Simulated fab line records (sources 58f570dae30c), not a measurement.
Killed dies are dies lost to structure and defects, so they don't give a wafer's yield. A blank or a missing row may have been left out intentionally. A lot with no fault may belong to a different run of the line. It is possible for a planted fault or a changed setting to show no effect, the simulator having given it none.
Which of the tools did it? ; flow berkeley_cmos170 ; 42 wafers from 14 lots sampled at 4 of the route's 331 steps

## WHAT THE GAUGES SHOWED, per wafer
UCB170_M3_CD_MEAS_15 targets a cd of 700 nm.
lot;measured;on;cd_nm (nm)
L856;day 9 02:42;cd_sem-02;701.3 700.7 699.3
L859;day 9 14:32;cd_sem-02;702.2 701.1 701.0
L860;day 9 15:12;cd_sem-02;701.1 702.5 702.1
L858;day 9 16:24;cd_sem-01;700.0 699.0 700.5
L857;day 9 17:11;cd_sem-02;702.2 702.5 702.2
L861;day 9 18:07;cd_sem-01;698.6 697.2 699.0
L866;day 11 04:37;cd_sem-01;700.6 700.0 698.3
L867;day 11 10:55;cd_sem-01;701.2 701.3 702.0
L868;day 11 14:17;cd_sem-02;699.7 698.8 699.7
L873;day 12 21:33;cd_sem-01;699.3 699.6 700.1
L875;day 13 11:58;cd_sem-01;702.8 701.9 701.1
L876;day 13 20:35;cd_sem-01;700.3 701.5 701.3
L877;day 14 02:23;cd_sem-02;701.0 699.8 701.1
L879;day 14 14:34;cd_sem-01;698.8 700.4 700.0

UCB170_M3_OVL_MEAS_16.
lot;measured;on;M3_OVL (nm)
L856;day 9 02:48;overlay-01;2 -7 4
L859;day 9 14:40;overlay-01;-1 3 1
L860;day 9 15:19;overlay-01;-6 2 3
L858;day 9 16:31;overlay-01;-5 7 -10
L857;day 9 17:17;overlay-01;-6 -2 1
L861;day 9 18:12;overlay-02;-3 -4 -1
L866;day 11 04:43;overlay-01;-13 -9 -11
L867;day 11 11:01;overlay-02;-7 -13 -3
L868;day 11 14:23;overlay-01;6 7 -2
L873;day 12 21:40;overlay-02;-9 0 3
L875;day 13 12:03;overlay-02;0 -6 0
L876;day 13 20:43;overlay-01;5 0 5
L877;day 14 02:29;overlay-01;-8 -10 -5
L879;day 14 14:41;overlay-02;-5 0 -2

## TOOL THAT RAN EACH LOT (tool first, then ch and the chambers of the sampled wafers, then the start)
lot;UCB170_V1_CMP_02;UCB170_M2_METAL_ETCH_18
L856;cmp-02 ch 0,1,3, day 8 16:24;rie_metal-04 ch 0,1, day 8 21:12
L859;cmp-02 ch 0,1,3, day 9 02:23;rie_metal-04 ch 0,1, day 9 08:45
L860;cmp-01 ch 0,2,3, day 9 04:32;rie_metal-02 ch 0,1, day 9 09:39
L858;cmp-02 ch 1,2,3, day 9 05:49;rie_metal-03 ch 0,1, day 9 11:06
L857;cmp-01 ch 1,2, day 9 05:52;rie_metal-04 ch 0, day 9 11:16
L861;cmp-02 ch 1,2,3, day 9 06:10;rie_metal-03 ch 0,1, day 9 12:00
L866;cmp-02 ch 2,3, day 10 16:08;rie_metal-04 ch 0,1, day 10 20:36
L867;cmp-02 ch 0,3, day 11 00:55;rie_metal-04 ch 0, day 11 05:59
L868;cmp-02 ch 0,2,3, day 11 03:44;rie_metal-03 ch 0,1, day 11 08:30
L873;cmp-01 ch 0,1,3, day 12 05:35;rie_metal-03 ch 0,1, day 12 13:58
L875;cmp-01 ch 1,2, day 13 02:04;rie_metal-02 ch 0,1, day 13 06:56
L876;cmp-01 ch 0,3, day 13 10:30;rie_metal-04 ch 1, day 13 15:01
L877;cmp-01 ch 2,3, day 13 14:10;rie_metal-02 ch 0,1, day 13 19:14
L879;cmp-01 ch 1,2,3, day 14 00:01;rie_metal-04 ch 0,1, day 14 05:23
- UCB170_V1_CMP_02: polishes SiO2.
- UCB170_M2_METAL_ETCH_18: etches Al in Cl2/BCl3, stops on SiO2, target depth 1170 nm, time 195 s.

## WHAT THE TOOLS THEMSELVES READ (means of the sampled wafers that have a number; where no wafer has one, the mark that the record gives instead)
UCB170_V1_CMP_02.
lot;tool;motor_current_A (A);slurry_filter_dp_kPa (kPa)
L856;cmp-02;15.9;13.53
L859;cmp-02;16.0;13.50
L860;cmp-01;18.1;13.45
L858;cmp-02;17.1;13.41
L857;cmp-01;18.7;13.46
L861;cmp-02;16.9;13.52
L866;cmp-02;17.3;13.45
L867;cmp-02;15.2;13.52
L868;cmp-02;16.6;13.49
L873;cmp-01;19.1;13.44
L875;cmp-01;17.1;13.50
L876;cmp-01;18.5;13.46
L877;cmp-01;17.2;13.32
L879;cmp-01;17.7;13.67

UCB170_M2_METAL_ETCH_18.
lot;tool;bcl3_flow_sccm (sccm);drypump_motor_current_A (A);mfc_cl2_sccm (sccm);oes_product_au (a.u.);throttle_valve_pct (%)
L856;rie_metal-04;45.13;5.5;89.98;0.834;24.0
L859;rie_metal-04;44.66;5.5;90.08;0.838;24.0
L860;rie_metal-02;45.01;6.0;89.89;0.849;24.4
L858;rie_metal-03;45.01;5.8;89.96;0.862;24.6
L857;rie_metal-04;44.96;5.7;89.84;0.839;24.0
L861;rie_metal-03;44.91;5.7;90.02;0.856;24.5
L866;rie_metal-04;45.22;5.2;90.01;0.842;24.0
L867;rie_metal-04;45.14;5.7;89.75;0.843;24.0
L868;rie_metal-03;45.00;5.7;90.06;0.859;24.5
L873;rie_metal-03;44.94;5.8;90.27;0.843;24.6
L875;rie_metal-02;45.02;6.0;90.42;0.858;24.4
L876;rie_metal-04;44.96;5.0;90.10;0.838;24.0
L877;rie_metal-02;44.99;6.0;90.03;0.852;24.4
L879;rie_metal-04;45.12;5.2;89.84;0.832;24.0

## THE ANSWER, worked out from the rows above alone
Rule: usual is defined by the lots themselves. The widest of any qualifying gaps counts: lots, ordered by their means at a reading, are off when they make up no more than a third of the lots, leave a main group of 4 or more, and stand apart from it by 3 or more times the standard deviation of that group's means. Not used: any main group whose means are identical at the precision the tables above print for the reading. A lot without any number at a reading at which 4 lots or more have one is off too. Where the step has rows for the other lots, those lots are counted as sound. First the gauges in route order, then the tools' own readings, where a lot's mean is used as printed above. At the first step where some lot is off, the reading lying furthest off is the one used; lots without a number count as furthest.
No lot is off on any of the readings shown, so nothing can be concluded from this.

## WHAT THE SIMULATOR PUT IN
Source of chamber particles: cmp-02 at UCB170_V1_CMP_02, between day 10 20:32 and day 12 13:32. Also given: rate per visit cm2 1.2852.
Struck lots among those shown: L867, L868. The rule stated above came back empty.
